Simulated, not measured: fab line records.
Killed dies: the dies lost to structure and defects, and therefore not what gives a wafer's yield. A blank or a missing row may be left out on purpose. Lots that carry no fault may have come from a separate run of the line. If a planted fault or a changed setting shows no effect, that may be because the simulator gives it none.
Which tool is to blame?	flow berkeley cmos170	Sampling: 7 lots, 21 wafers, 4 of 331 route steps

## WHAT EACH GAUGE READ, for each wafer
UCB170_PLDD_TW_MEAS_11.
lot	measured	on	PLDD_TW
L320	day 7 22:13	film metro-02	1007 1005 1005
L323	day 8 06:20	film metro-01	995 999 997
L325	day 9 07:54	film metro-02	1002 1010 1007
L334	day 11 00:55	film metro-04	1155 1150 1152
L335	day 11 00:03	film metro-01	999 999 998
L337	day 12 00:55	film metro-04	1019 1025 1013
L340	day 12 14:33	film metro-02	1004 1003 1001

## EACH LOT AND THE TOOL THAT RAN IT (in order: tool; ch and the chambers of the sampled wafers; start)
lot	UCB170_ZERO_ETCH_06	UCB170_ACTIVE_ETCH_15	UCB170_PLDD_IMPLANT_09
L320	rie diel-01 ch 1,2,3, day 2 09:14	rie diel-02 ch 0,1,3, day 5 07:29	implanter-01 ch 0, day 7 21:58
L323	rie diel-01 ch 0,1,2, day 2 18:49	rie diel-04 ch 0,2,3, day 5 15:20	implanter-04 ch 0, day 8 06:06
L325	rie diel-03 ch 0,1,2, day 3 09:41	rie diel-02 ch 0,1,2, day 6 21:11	implanter-02 ch 0, day 9 07:41
L334	rie diel-02 ch 0,1,3, day 5 05:35	rie diel-02 ch 1,2,3, day 8 05:59	implanter-01 ch 0, day 11 00:22
L335	rie diel-02 ch 0,1, day 5 10:05	rie diel-01 ch 1,2,3, day 8 06:12	implanter-02 ch 0, day 10 23:49
L337	rie diel-01 ch 0,1,2, day 5 21:26	rie diel-04 ch 1,2,3, day 9 04:03	implanter-02 ch 0, day 12 00:41
L340	rie diel-03 ch 0,2,3, day 6 12:44	rie diel-01 ch 1,2,3, day 9 12:53	implanter-04 ch 0, day 12 14:18
- UCB170_ZERO_ETCH_06: etches SiO2 in CHF3/CF4/Ar, time 12 s.
- UCB170_ACTIVE_ETCH_15: etches Si3N4 in CH3F/Ar/O2, stops on SiO2, target depth 242 nm, time 151 s.
- UCB170_PLDD_IMPLANT_09

## THE ANSWER, worked out from the rows above alone
Rule: what is usual is taken from the lots themselves. Put in order of their means at a reading, lots are off if they are a third of the lots or fewer, leave a main group of 4 or more, and stand apart from it by a gap of 3 or more times the standard deviation of the main group's means; of several such gaps the widest counts. A main group is skipped when, at the precision printed for the reading in the tables above, its means are all equal. A lot without any number at a reading at which 4 lots or more have one is off too. The other lots that the step has rows for count as sound.
Off: L334, seen at UCB170_PLDD_TW_MEAS_11 (PLDD_TW). Main group: mean 1005, sd 7.2.
A tool fits if, at a process step before that reading, it ran every lot that is off, and no sound lot after the first of them. Gauges at UCB170_PLDD_TW_MEAS_11: tried the same way as those tools. Can't be told from this: 2 tools fit, rie diel-02 at UCB170_ACTIVE_ETCH_15, implanter-01 at UCB170_PLDD_IMPLANT_09.

## WHAT HAD BEEN PUT IN BY THE SIMULATOR
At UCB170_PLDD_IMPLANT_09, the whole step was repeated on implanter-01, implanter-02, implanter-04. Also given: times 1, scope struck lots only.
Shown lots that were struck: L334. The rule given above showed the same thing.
